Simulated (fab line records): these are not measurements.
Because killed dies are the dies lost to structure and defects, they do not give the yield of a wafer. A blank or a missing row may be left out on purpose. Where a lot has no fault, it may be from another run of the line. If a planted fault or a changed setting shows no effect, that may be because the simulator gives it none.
Chamber matching :: flow berkeley cmos170 :: UCB170_CONTACT_ETCH_17 on rie diel-04 has 4 sister chambers
The step etches BARC in N2/H2. 4 wafers are shown with their chamber, then 7 later ones without.

== EACH WAFER AND ITS CHAMBER ==
wafer: L150.2
chamber: 0
throttle valve pct (%): 13.15

wafer: L151.3
chamber: 3
throttle valve pct (%): 13.55

wafer: L154.1
chamber: 1
throttle valve pct (%): 13.21

wafer: L154.2
chamber: 2
throttle valve pct (%): 13.34

== WAFERS WHOSE CHAMBER IS MISSING ==
wafer: L154.3
throttle valve pct (%): 13.16

wafer: L153.1
throttle valve pct (%): 13.18

wafer: L153.2
throttle valve pct (%): 13.55

wafer: L153.6
throttle valve pct (%): 13.55

wafer: L165.1
throttle valve pct (%): 13.34

wafer: L165.2
throttle valve pct (%): 13.20

wafer: L165.6
throttle valve pct (%): 13.19

== THE CHAMBER EACH PASSED THROUGH ==
wafer: L154.3
from the rows above: 0
in truth: 0

wafer: L153.1
from the rows above: can't be placed: 0 or 1
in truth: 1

wafer: L153.2
from the rows above: 3
in truth: 3

wafer: L153.6
from the rows above: 3
in truth: 3

wafer: L165.1
from the rows above: 2
in truth: 2

wafer: L165.2
from the rows above: 1
in truth: 1

wafer: L165.6
from the rows above: can't be placed: 1 or 0
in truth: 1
Placed correctly: 5 of 7. Can't be placed from these rows: 2 (the true chamber is among the candidates in 2). Wrongly placed: 0.
How it was worked out, from the rows above alone: a wafer's distance from a chamber is the root of the sum, over the readings, of the square of ((its reading less the chamber's mean) divided by the reading's scatter). The wafer belongs to the nearest chamber; if the next one is less than 2 further off, it can't be placed. For every chamber, the mean is computed from those of its wafers that are shown. The scatter: root of mean squared gap, hidden wafer to nearest shown wafer, with one shown wafer a chamber.
